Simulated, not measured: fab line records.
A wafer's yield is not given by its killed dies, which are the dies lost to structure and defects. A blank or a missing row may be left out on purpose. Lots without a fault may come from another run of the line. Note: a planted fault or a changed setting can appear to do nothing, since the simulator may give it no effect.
A sampling plan put to the test :: flow berkeley cmos170 :: one fab line, 33 faults that these records tell of, each judged on the records of the lots that it struck
The plan is the line's own looks: the steps of the route at which a gauge or an inspection reads the wafer and doesn't change it. Where struck wafers have a number at a look and the file lists that look's usual mean and standard deviation on fault-free wafers, the look can be judged. Caught: 4 or more of those standard deviations (sigma) separate the usual mean from the mean of the struck wafers at a look after the fault's first step. On the tool: the test repeated on the tool's own readings taken at the fault's steps. If the struck wafers alone have a blank record, or they carry another recipe, that too counts as caught.

## THE FAULTS, as the simulator had put them in
1. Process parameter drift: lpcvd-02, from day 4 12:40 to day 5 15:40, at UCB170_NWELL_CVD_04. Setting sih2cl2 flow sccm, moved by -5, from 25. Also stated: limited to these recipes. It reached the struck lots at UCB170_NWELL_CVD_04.
2. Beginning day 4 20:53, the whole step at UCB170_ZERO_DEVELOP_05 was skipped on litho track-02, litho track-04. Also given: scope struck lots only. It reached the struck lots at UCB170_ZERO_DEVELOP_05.
3. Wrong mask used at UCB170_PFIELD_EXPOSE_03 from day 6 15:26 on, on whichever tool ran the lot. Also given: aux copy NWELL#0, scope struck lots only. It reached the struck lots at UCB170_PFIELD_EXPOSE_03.
4. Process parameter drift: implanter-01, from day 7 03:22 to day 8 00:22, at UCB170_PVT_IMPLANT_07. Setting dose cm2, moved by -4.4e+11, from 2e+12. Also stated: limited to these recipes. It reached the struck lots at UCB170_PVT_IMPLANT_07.
5. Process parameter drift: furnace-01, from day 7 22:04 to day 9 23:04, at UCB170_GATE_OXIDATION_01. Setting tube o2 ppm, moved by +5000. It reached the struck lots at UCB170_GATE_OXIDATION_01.
6. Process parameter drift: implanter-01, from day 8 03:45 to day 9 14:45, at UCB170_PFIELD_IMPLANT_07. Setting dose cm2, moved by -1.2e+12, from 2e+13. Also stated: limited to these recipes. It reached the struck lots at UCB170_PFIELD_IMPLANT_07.
7. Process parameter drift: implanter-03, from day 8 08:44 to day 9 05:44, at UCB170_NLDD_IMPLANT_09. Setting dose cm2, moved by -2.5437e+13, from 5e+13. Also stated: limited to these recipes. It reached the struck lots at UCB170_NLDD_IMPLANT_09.
8. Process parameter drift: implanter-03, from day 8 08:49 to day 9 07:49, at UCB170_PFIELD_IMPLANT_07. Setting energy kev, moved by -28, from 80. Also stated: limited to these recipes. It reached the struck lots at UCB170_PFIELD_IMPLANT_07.
9. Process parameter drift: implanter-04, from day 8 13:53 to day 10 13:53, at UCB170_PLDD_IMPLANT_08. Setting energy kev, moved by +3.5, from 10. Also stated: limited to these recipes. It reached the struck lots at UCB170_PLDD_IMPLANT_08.
10. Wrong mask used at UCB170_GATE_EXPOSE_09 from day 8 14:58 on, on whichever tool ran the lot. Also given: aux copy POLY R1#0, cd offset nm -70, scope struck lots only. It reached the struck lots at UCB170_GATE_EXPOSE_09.
11. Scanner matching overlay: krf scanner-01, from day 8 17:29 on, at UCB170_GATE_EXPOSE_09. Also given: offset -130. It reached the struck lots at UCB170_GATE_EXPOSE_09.
12. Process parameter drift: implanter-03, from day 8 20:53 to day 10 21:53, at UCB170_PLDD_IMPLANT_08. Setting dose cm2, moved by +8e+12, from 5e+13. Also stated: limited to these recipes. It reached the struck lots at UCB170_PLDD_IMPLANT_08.
13. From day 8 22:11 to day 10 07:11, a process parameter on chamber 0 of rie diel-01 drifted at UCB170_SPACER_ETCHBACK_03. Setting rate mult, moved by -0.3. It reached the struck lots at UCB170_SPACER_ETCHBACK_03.
14. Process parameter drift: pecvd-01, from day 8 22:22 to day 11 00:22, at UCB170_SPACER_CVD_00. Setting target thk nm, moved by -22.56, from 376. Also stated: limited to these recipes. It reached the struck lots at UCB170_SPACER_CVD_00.
15. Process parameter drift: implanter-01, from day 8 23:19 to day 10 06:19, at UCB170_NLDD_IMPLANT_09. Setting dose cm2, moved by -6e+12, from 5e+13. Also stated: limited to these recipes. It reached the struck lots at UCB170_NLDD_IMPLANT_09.
16. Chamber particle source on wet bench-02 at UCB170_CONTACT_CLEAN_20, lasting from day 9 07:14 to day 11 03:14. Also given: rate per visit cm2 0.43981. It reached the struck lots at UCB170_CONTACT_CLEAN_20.
17. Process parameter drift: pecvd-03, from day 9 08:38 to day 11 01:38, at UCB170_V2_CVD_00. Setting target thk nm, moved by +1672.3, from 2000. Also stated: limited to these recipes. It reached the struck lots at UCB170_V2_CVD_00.
18. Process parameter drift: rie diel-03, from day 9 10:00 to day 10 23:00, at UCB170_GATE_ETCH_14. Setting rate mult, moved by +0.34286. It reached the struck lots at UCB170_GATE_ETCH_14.
19. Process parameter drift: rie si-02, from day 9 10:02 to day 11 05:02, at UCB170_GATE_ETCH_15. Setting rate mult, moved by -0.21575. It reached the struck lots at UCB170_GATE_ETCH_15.
20. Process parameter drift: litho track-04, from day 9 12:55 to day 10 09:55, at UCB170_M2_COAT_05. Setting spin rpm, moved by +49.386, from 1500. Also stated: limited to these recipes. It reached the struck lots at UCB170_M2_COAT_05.
21. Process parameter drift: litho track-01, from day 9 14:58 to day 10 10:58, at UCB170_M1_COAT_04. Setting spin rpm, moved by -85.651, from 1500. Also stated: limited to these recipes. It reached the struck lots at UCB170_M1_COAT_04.
22. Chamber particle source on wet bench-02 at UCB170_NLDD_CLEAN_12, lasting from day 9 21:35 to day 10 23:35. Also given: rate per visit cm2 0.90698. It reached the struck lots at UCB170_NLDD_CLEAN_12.
23. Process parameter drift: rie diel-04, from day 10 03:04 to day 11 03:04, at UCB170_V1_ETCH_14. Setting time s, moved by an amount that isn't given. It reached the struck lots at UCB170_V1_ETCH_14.
24. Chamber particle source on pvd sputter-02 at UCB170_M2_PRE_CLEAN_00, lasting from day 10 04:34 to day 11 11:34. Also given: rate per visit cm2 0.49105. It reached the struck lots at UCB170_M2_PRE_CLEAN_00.
25. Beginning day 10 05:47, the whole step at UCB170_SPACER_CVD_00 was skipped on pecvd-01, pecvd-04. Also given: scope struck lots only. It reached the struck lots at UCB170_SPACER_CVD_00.
26. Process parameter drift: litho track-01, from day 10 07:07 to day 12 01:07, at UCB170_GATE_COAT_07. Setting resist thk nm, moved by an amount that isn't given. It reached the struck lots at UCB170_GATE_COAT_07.
27. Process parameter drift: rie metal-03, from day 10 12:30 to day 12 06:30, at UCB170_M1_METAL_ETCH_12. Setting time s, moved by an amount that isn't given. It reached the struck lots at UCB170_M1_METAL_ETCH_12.
28. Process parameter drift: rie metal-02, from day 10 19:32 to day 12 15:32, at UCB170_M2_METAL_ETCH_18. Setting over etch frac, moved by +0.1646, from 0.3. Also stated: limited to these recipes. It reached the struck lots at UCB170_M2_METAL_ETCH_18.
29. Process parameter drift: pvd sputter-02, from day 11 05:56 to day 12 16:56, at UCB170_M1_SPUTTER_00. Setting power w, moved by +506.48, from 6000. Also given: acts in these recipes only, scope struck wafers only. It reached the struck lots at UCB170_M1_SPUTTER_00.
30. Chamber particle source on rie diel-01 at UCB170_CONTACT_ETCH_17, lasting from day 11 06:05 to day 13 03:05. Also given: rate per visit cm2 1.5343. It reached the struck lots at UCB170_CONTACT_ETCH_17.
31. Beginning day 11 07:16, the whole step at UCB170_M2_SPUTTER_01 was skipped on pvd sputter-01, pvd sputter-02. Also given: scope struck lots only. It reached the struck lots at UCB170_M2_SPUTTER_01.
32. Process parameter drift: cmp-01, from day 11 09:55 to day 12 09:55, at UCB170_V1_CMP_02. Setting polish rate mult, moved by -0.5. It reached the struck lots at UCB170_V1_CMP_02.
33. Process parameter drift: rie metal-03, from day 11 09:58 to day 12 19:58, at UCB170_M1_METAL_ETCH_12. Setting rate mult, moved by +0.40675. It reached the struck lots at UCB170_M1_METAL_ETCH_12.

## WHAT THE PLAN SAW
fault: 1
on the tool itself: sih2cl2 flow sccm -61 sigma
first look that catches it: UCB170_NWELL_THK_MEAS_05
reading, sigma: NWELL_NITRIDE_THK -4.5
median hours from its first step to that look: 1.9
hours from the fault's start to the first struck lot there: 1
judged looks passed uncaught: 0

fault: 2
on the tool itself: the tool's record is blank for the struck wafers
first look that catches it: no look after it can be judged
reading, sigma: -
median hours from its first step to that look: -
hours from the fault's start to the first struck lot there: -
judged looks passed uncaught: 0

fault: 3
on the tool itself: no reading that can be judged
first look that catches it: UCB170_PFIELD_TW_MEAS_09
reading, sigma: PFIELD_TW -99 or beyond
median hours from its first step to that look: 1.3
hours from the fault's start to the first struck lot there: 1
judged looks passed uncaught: 0

fault: 4
on the tool itself: dose ions cm2 -99 or beyond sigma
first look that catches it: UCB170_PVT_TW_MEAS_09
reading, sigma: PVT_TW -10
median hours from its first step to that look: 0.2
hours from the fault's start to the first struck lot there: 8
judged looks passed uncaught: 0

fault: 5
on the tool itself: under 2 sigma
first look that catches it: UCB170_GATE_THK_MEAS_02
reading, sigma: GATE_OXIDE_THK +14
median hours from its first step to that look: 1.5
hours from the fault's start to the first struck lot there: 7
judged looks passed uncaught: 0

fault: 6
on the tool itself: dose ions cm2 -59 sigma
first look that catches it: no look after it can be judged
reading, sigma: -
median hours from its first step to that look: -
hours from the fault's start to the first struck lot there: -
judged looks passed uncaught: 0

fault: 7
on the tool itself: dose ions cm2 -99 or beyond sigma
first look that catches it: UCB170_NLDD_TW_MEAS_11
reading, sigma: NLDD_TW -15
median hours from its first step to that look: 0.2
hours from the fault's start to the first struck lot there: 1
judged looks passed uncaught: 0

fault: 8
on the tool itself: beam energy keV -99 or beyond sigma
first look that catches it: UCB170_PFIELD_TW_MEAS_09
reading, sigma: PFIELD_TW -7.3
median hours from its first step to that look: 0.2
hours from the fault's start to the first struck lot there: 6
judged looks passed uncaught: 0

fault: 9
on the tool itself: beam energy keV +99 or beyond sigma
first look that catches it: UCB170_PLDD_TW_MEAS_11
reading, sigma: PLDD_TW +9.1
median hours from its first step to that look: 0.4
hours from the fault's start to the first struck lot there: 7
judged looks passed uncaught: 0

fault: 10
on the tool itself: under 2 sigma
first look that catches it: UCB170_GATE_CD_MEAS_12
reading, sigma: cd nm -50
median hours from its first step to that look: 0.6
hours from the fault's start to the first struck lot there: 3
judged looks passed uncaught: 0

fault: 11
on the tool itself: under 2 sigma
first look that catches it: UCB170_GATE_OVL_MEAS_13
reading, sigma: GATE_OVL -25
median hours from its first step to that look: 0.6
hours from the fault's start to the first struck lot there: 1
judged looks passed uncaught: 0

fault: 12
on the tool itself: dose ions cm2 +99 or beyond sigma
first look that catches it: UCB170_SDANNEAL_RS_MEAS_04
reading, sigma: PLDD_RS -22
median hours from its first step to that look: 14.2
hours from the fault's start to the first struck lot there: 14
judged looks passed uncaught: 1

fault: 13
on the tool itself: oes product au -6.8 sigma
first look that catches it: no look after it can be judged
reading, sigma: -
median hours from its first step to that look: -
hours from the fault's start to the first struck lot there: -
judged looks passed uncaught: 0

fault: 14
on the tool itself: under 2 sigma
first look that catches it: not the one look that can be judged after it
reading, sigma: strongest: SPACER_TEOS_THK at UCB170_SPACER_THK_MEAS_01, -3.6
median hours from its first step to that look: -
hours from the fault's start to the first struck lot there: -
judged looks passed uncaught: 1

fault: 15
on the tool itself: dose ions cm2 -99 or beyond sigma
first look that catches it: UCB170_SDANNEAL_RS_MEAS_05
reading, sigma: NLDD_RS +17
median hours from its first step to that look: 11.9
hours from the fault's start to the first struck lot there: 12
judged looks passed uncaught: 1

fault: 16
on the tool itself: under 2 sigma
first look that catches it: no look after it can be judged
reading, sigma: -
median hours from its first step to that look: -
hours from the fault's start to the first struck lot there: -
judged looks passed uncaught: 0

fault: 17
on the tool itself: under 2 sigma
first look that catches it: UCB170_V2_THK_MEAS_01
reading, sigma: V2_TEOS_THK +62
median hours from its first step to that look: 0.2
hours from the fault's start to the first struck lot there: 9
judged looks passed uncaught: 0

fault: 18
on the tool itself: oes product au +9.0 sigma
first look that catches it: no look after it can be judged
reading, sigma: -
median hours from its first step to that look: -
hours from the fault's start to the first struck lot there: -
judged looks passed uncaught: 0

fault: 19
on the tool itself: under 2 sigma
first look that catches it: no look after it can be judged
reading, sigma: -
median hours from its first step to that look: -
hours from the fault's start to the first struck lot there: -
judged looks passed uncaught: 0

fault: 20
on the tool itself: spin speed rpm +58 sigma
first look that catches it: no look after it can be judged
reading, sigma: -
median hours from its first step to that look: -
hours from the fault's start to the first struck lot there: -
judged looks passed uncaught: 0

fault: 21
on the tool itself: spin speed rpm -99 or beyond sigma
first look that catches it: none of the 2 looks that can be judged after it
reading, sigma: -
median hours from its first step to that look: -
hours from the fault's start to the first struck lot there: -
judged looks passed uncaught: 2

fault: 22
on the tool itself: no reading that can be judged
first look that catches it: no look after it can be judged
reading, sigma: -
median hours from its first step to that look: -
hours from the fault's start to the first struck lot there: -
judged looks passed uncaught: 0

fault: 23
on the tool itself: run length s -99 or beyond sigma
first look that catches it: no look after it can be judged
reading, sigma: -
median hours from its first step to that look: -
hours from the fault's start to the first struck lot there: -
judged looks passed uncaught: 0

fault: 24
on the tool itself: no reading that can be judged
first look that catches it: no look after it can be judged
reading, sigma: -
median hours from its first step to that look: -
hours from the fault's start to the first struck lot there: -
judged looks passed uncaught: 0

fault: 25
on the tool itself: the tool's record is blank for the struck wafers
first look that catches it: no look after it can be judged
reading, sigma: -
median hours from its first step to that look: -
hours from the fault's start to the first struck lot there: -
judged looks passed uncaught: 0

fault: 26
on the tool itself: under 2 sigma
first look that catches it: UCB170_GATE_CD_MEAS_12
reading, sigma: cd nm -31
median hours from its first step to that look: 1.2
hours from the fault's start to the first struck lot there: 8
judged looks passed uncaught: 0

fault: 27
on the tool itself: run length s -20 sigma
first look that catches it: no look after it can be judged
reading, sigma: -
median hours from its first step to that look: -
hours from the fault's start to the first struck lot there: -
judged looks passed uncaught: 0

fault: 28
on the tool itself: oes product au -4.3 sigma
first look that catches it: no look after it can be judged
reading, sigma: -
median hours from its first step to that look: -
hours from the fault's start to the first struck lot there: -
judged looks passed uncaught: 0

fault: 29
on the tool itself: cathode dc power W +99 or beyond sigma
first look that catches it: UCB170_M1_THK_MEAS_02
reading, sigma: M1_AL_THK +4.0
median hours from its first step to that look: 0.2
hours from the fault's start to the first struck lot there: 8
judged looks passed uncaught: 1

fault: 30
on the tool itself: under 2 sigma
first look that catches it: no look after it can be judged
reading, sigma: -
median hours from its first step to that look: -
hours from the fault's start to the first struck lot there: -
judged looks passed uncaught: 0

fault: 31
on the tool itself: the tool's record is blank for the struck wafers
first look that catches it: no look after it can be judged
reading, sigma: -
median hours from its first step to that look: -
hours from the fault's start to the first struck lot there: -
judged looks passed uncaught: 0

fault: 32
on the tool itself: under 2 sigma
first look that catches it: UCB170_V1_THK_MEAS_04
reading, sigma: V1_POLISHED_THK +99 or beyond
median hours from its first step to that look: 0.4
hours from the fault's start to the first struck lot there: 7
judged looks passed uncaught: 0

fault: 33
on the tool itself: under 2 sigma
first look that catches it: UCB170_M1_CD_MEAS_90
reading, sigma: cd nm -5.0
median hours from its first step to that look: 0.2
hours from the fault's start to the first struck lot there: 8
judged looks passed uncaught: 0
Dash: fault not caught, or number not given in these records.

Caught at a look: 16 of 33. Caught on the tool: 19 of 33. By one or the other: 27 of 33.
Caught on the tool alone: faults 2, 6, 13, 18, 20, 21, 23, 25, 27, 28, 31.
Caught at a look alone: faults 3, 5, 10, 11, 17, 26, 32, 33.
Caught by neither: faults 14, 16, 19, 22, 24, 30.

## THINNER SAMPLING
If the look that catches a fault measured only every second or every third lot, by lot number, the first struck lot would be measured this late in the worst case:
fault: 1
struck lots at that look, in order of time: L451, L452, L453
every lot: 1 h
every second lot: 3 h
every third lot: 3 h

fault: 3
struck lots at that look, in order of time: L558
every lot: 1 h
every second lot: may miss it
every third lot: may miss it

fault: 4
struck lots at that look, in order of time: L571, L570
every lot: 8 h
every second lot: 9 h
every third lot: may miss all 2

fault: 5
struck lots at that look, in order of time: L270, L278
every lot: 7 h
every second lot: may miss all 2
every third lot: may miss all 2

fault: 7
struck lots at that look, in order of time: L568, L573, L572
every lot: 1 h
every second lot: 14 h
every third lot: 16 h

fault: 8
struck lots at that look, in order of time: L829, L832
every lot: 6 h
every second lot: 15 h
every third lot: may miss all 2

fault: 9
struck lots at that look, in order of time: L750, L752
every lot: 7 h
every second lot: may miss all 2
every third lot: may miss all 2

fault: 10
struck lots at that look, in order of time: L899
every lot: 3 h
every second lot: may miss it
every third lot: may miss it

fault: 11
struck lots at that look, in order of time: L589, L593, L598, L600
every lot: 1 h
every second lot: 46 h
every third lot: 61 h

fault: 12
struck lots at that look, in order of time: L982, L989
every lot: 14 h
every second lot: 58 h
every third lot: may miss all 2

fault: 15
struck lots at that look, in order of time: L427, L432
every lot: 12 h
every second lot: 42 h
every third lot: may miss all 2

fault: 17
struck lots at that look, in order of time: L793, L797, L801
every lot: 9 h
every second lot: may miss all 3
every third lot: 24 h

fault: 26
struck lots at that look, in order of time: L460, L462
every lot: 8 h
every second lot: may miss all 2
every third lot: may miss all 2

fault: 29
struck lots at that look, in order of time: L937
every lot: 8 h
every second lot: may miss it
every third lot: may miss it

fault: 32
struck lots at that look, in order of time: L472, L473
every lot: 7 h
every second lot: 10 h
every third lot: may miss all 2

fault: 33
struck lots at that look, in order of time: L335, L337
every lot: 8 h
every second lot: may miss all 2
every third lot: may miss all 2
Hours are from the fault's start to the first struck lot that is measured. The limit of 4 sigma was tested on all struck wafers together, so one lot alone may lie under it. Other struck lots may not be in these records.

## THE LONGEST TIMED WAY FROM STEP TO LOOK
Fault 12: the median time between UCB170_PLDD_IMPLANT_08 and UCB170_SDANNEAL_RS_MEAS_04 is 14.2 hours. The look between them that can be judged stayed within 4 sigma: UCB170_PLDD_TW_MEAS_11.
